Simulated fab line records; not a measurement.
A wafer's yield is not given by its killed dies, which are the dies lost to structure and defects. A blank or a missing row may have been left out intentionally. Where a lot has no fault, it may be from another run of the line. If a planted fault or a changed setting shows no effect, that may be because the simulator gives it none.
A struck lot beside a sound one | flow rit cmos | 44 steps out of a route of 202
Sound: the wafers L430.3, L430.4, L430.5. Wafers L440.1, L440.2, L440.5 were the ones struck. Last of all comes the cause.
For every step that has rows: the tool of each side, followed by ch and its chambers, followed by its first start. Under that, the readings that differ: sound wafers | struck wafers | difference of the means | sigmas: that difference in standard deviations of wafers without a fault.
alike: same words and numbers on both sides, and readings whose means sit less than 2 such deviations apart. not compared: any withheld reading, any reading some wafer has no value for, any bound like >300 that may hide the same value, and any number with overlapping values for which the record gives no deviation.
The two part at a step that has a row with sigmas, a row that says differs or no value, or rows on one side only. When numbers do not overlap yet have no deviation, they are printed without sigmas and do not part them. A reading that every wafer of one side lacks parts them only if that side has two wafers or more.

first, 2 steps without rows for these wafers: RIT_PLDD_PEB_04; RIT_PLDD_DEVELOP_05 (develop time 50 s).
RIT_PLDD_OVL_MEAS_06:
  struck on overlay-02, day 5 19:00; sound on overlay-02, day 3 15:32
  reading       | sound          | struck       | difference | sigmas
  PLDD_OVL (nm) | -3.6 -2.4 -3.5 | -0.5 0.7 0.6 | +3.4       | +2
then, 2 steps without rows for these wafers: RIT_PLDD_HARDBAKE_07 (time 60 s); RIT_PLDD_IMPLANT_08.
RIT_PLDD_STRIP_09: strips in O2, time 180 s.
  sound on plasma asher-04 ch 0,1, day 3 15:55; struck on plasma asher-01 ch 0,1, day 5 19:20
  alike: drypump motor current A
  not compared: rf hours counter h
RIT_PLDD_TW_MEAS_10:
  struck on film metro-01, day 5 19:31; sound on film metro-03, day 3 16:03
  reading | sound          | struck         | difference | sigmas
  PLDD_TW | 2305 2299 2309 | 2363 2349 2351 | +50        | +2
then, 4 steps without rows for these wafers: RIT_SPACER_CLEAN_00 (cleans in SC1, time 574.3 s); RIT_SPACER_CLEAN_01 (cleans in dHF, time 30 s); RIT_SPACER_CLEAN_02 (cleans in SC2, time 600 s); RIT_SPACER_CVD_03 (deposits Si3N4 from SiH2Cl2/NH3, target thk 250 nm, time 3300 s).
RIT_SPACER_THK_MEAS_04:
  struck on film metro-01, day 5 21:55; sound on film metro-02, day 3 18:25
  alike: SPACER_NITRIDE_THK
RIT_SPACER_ETCHBACK_05: etches Si3N4 in SF6/CHF3, stops on SiO2, target depth 250 nm, time 240 s.
  sound on rie diel-04 ch 0,2,3, day 3 18:27; struck on rie diel-04 ch 0,2, day 5 21:58
  reading                                  | sound             | struck            | difference | sigmas
  model.poly-Si_of_GATE_CVD_08.thk nm (nm) | 169.6 169.9 169.7 | 176 178.9 179.2   | +8         |
  model.Si3N4_of_SPACER_CVD_03.thk nm (nm) | 197.6 197.1 197.7 | 202.1 202.9 202.7 | +5.1       |
  alike: drypump motor current A, oes product au, throttle valve pct
  not compared: rf hours counter h
then, 6 steps without rows for these wafers: RIT_NSD_HMDS_00 (prime time 60 s); RIT_NSD_COAT_01 (resist thk 1000 nm); RIT_NSD_SOFTBAKE_02 (time 60 s); RIT_NSD_EXPOSE_03 (exposes mask M9, target cd 40700 nm); RIT_NSD_PEB_04; RIT_NSD_DEVELOP_05 (develop time 50 s).
RIT_NSD_OVL_MEAS_06:
  struck on overlay-01, day 5 23:10; sound on overlay-01, day 3 19:35
  alike: NSD_OVL
then, 2 steps without rows for these wafers: RIT_NSD_HARDBAKE_07 (time 60 s); RIT_NSD_IMPLANT_08.
RIT_NSD_STRIP_09: strips in O2, time 180 s.
  sound on plasma asher-04 ch 0,1, day 3 19:58; struck on plasma asher-02 ch 0,1, day 5 23:31
  alike: drypump motor current A
  not compared: rf hours counter h
RIT_NSD_TW_MEAS_10:
  struck on film metro-01, day 5 23:41; sound on film metro-02, day 3 20:07
  alike: NSD_TW
then, 6 steps without rows for these wafers: RIT_PSD_HMDS_00 (prime time 60 s); RIT_PSD_COAT_01 (resist thk 1000 nm); RIT_PSD_SOFTBAKE_02 (time 60 s); RIT_PSD_EXPOSE_03 (exposes mask M10, target cd 40900 nm); RIT_PSD_PEB_04; RIT_PSD_DEVELOP_05 (develop time 50 s).
RIT_PSD_OVL_MEAS_06:
  struck on overlay-01, day 6 00:47; sound on overlay-01, day 3 21:08
  alike: PSD_OVL
then, 2 steps without rows for these wafers: RIT_PSD_HARDBAKE_07 (time 60 s); RIT_PSD_IMPLANT_08.
RIT_PSD_STRIP_09: strips in O2, time 180 s.
  sound on plasma asher-01 ch 0,1, day 3 21:31; struck on plasma asher-01 ch 0,1, day 6 01:08
  alike: drypump motor current A
  not compared: rf hours counter h
RIT_PSD_TW_MEAS_10:
  struck on film metro-03, day 6 01:18; sound on film metro-03, day 3 21:40
  alike: PSD_TW
then, 2 steps without rows for these wafers: RIT_SDANNEAL_CLEAN_00 (cleans in SC1, time 572.4 s); RIT_SDANNEAL_CLEAN_01 (cleans in dHF, time 30 s).
RIT_SDANNEAL_CLEAN_02: cleans in SC2, time 600 s.
  sound on wet bench-02 ch 3, day 3 21:53; struck on wet bench-01 ch 0, day 6 01:34
  reading                                  | sound             | struck          | difference | sigmas
  model.poly-Si_of_GATE_CVD_08.thk nm (nm) | 165.4 165.7 165.5 | 171.9 174.7 175 | +8.3       |
RIT_SDANNEAL_RTA_03: time 5 s.
  sound on rtp anneal-01 ch 0, day 3 22:05; struck on rtp anneal-01 ch 0, day 6 01:44
  alike: wafer_temp_C_max
RIT_SDANNEAL_RS_MEAS_04: measures by four-point-probe.
  struck on film metro-03, day 6 01:47; sound on film metro-03, day 3 22:10
  alike: PSD_RS
RIT_SDANNEAL_RS_MEAS_05: measures by four-point-probe.
  struck on film metro-03, day 6 01:55; sound on film metro-03, day 3 22:17
  alike: NSD_RS
RIT_SDANNEAL_RS_MEAS_06: measures by four-point-probe.
  struck on film metro-03, day 6 02:02; sound on film metro-03, day 3 22:24
  alike: PLDD_RS
RIT_SILICIDE_WET_ETCH_00: etches SiO2 in BOE, target depth 14 nm, time 15 s.
  sound on wet bench-03 ch 3, day 3 22:36; struck on wet bench-03 ch 1, day 6 02:16
  reading                                  | sound           | struck          | difference | sigmas
  model.Si3N4_of_SPACER_CVD_03.thk nm (nm) | 196.4 196 196.6 | 201 201.8 201.6 | +5         |
RIT_M1_PROBE_99:
  struck on prober-02, day 6 09:42; sound on prober-02, day 4 06:03
  reading                              | sound             | struck            | difference | sigmas
  model.etest.nmos_0p15.r on ohm um    | 1090 1102 1065    | 991.2 990.9 974.4 | -100.2     |
  model.etest.nplus sal.width nm (nm)  | 3482 3492 3465    | 3397 3356 3351    | -112       |
  model.etest.pplus sal.width nm (nm)  | 3466 3499 3471    | 3364 3364 3376    | -111       |
  model.etest.nwell pinched.rs ohm sq  | 336.6 337.2 332.3 | 314.9 311.7 307.9 | -23.9      |
  model.etest.pwell pinched.rs ohm sq  | 458.2 467.2 462   | 439.7 435.9 440   | -23.9      |
  model.etest.contact nplus.end ohm um | 43.13 42.12 41.18 | 37.12 36.92 36.56 | -5.28      |
  not compared: model.etest.nmos narrow.drive ua um, model.etest.nmos_0p3.drive ua um

WHERE THEY PART
Last at RIT_PLDD_TW_MEAS_10 as far as this record goes, first at RIT_PLDD_OVL_MEAS_06. Later steps at which nothing parts them and some readings are alike: RIT_SPACER_THK_MEAS_04, RIT_SPACER_ETCHBACK_05, RIT_NSD_OVL_MEAS_06, RIT_NSD_STRIP_09, RIT_NSD_TW_MEAS_10, RIT_PSD_OVL_MEAS_06, RIT_PSD_STRIP_09, RIT_PSD_TW_MEAS_10, RIT_SDANNEAL_RTA_03, RIT_SDANNEAL_RS_MEAS_04, RIT_SDANNEAL_RS_MEAS_05, RIT_SDANNEAL_RS_MEAS_06.

WHY: what had been put in by the simulator
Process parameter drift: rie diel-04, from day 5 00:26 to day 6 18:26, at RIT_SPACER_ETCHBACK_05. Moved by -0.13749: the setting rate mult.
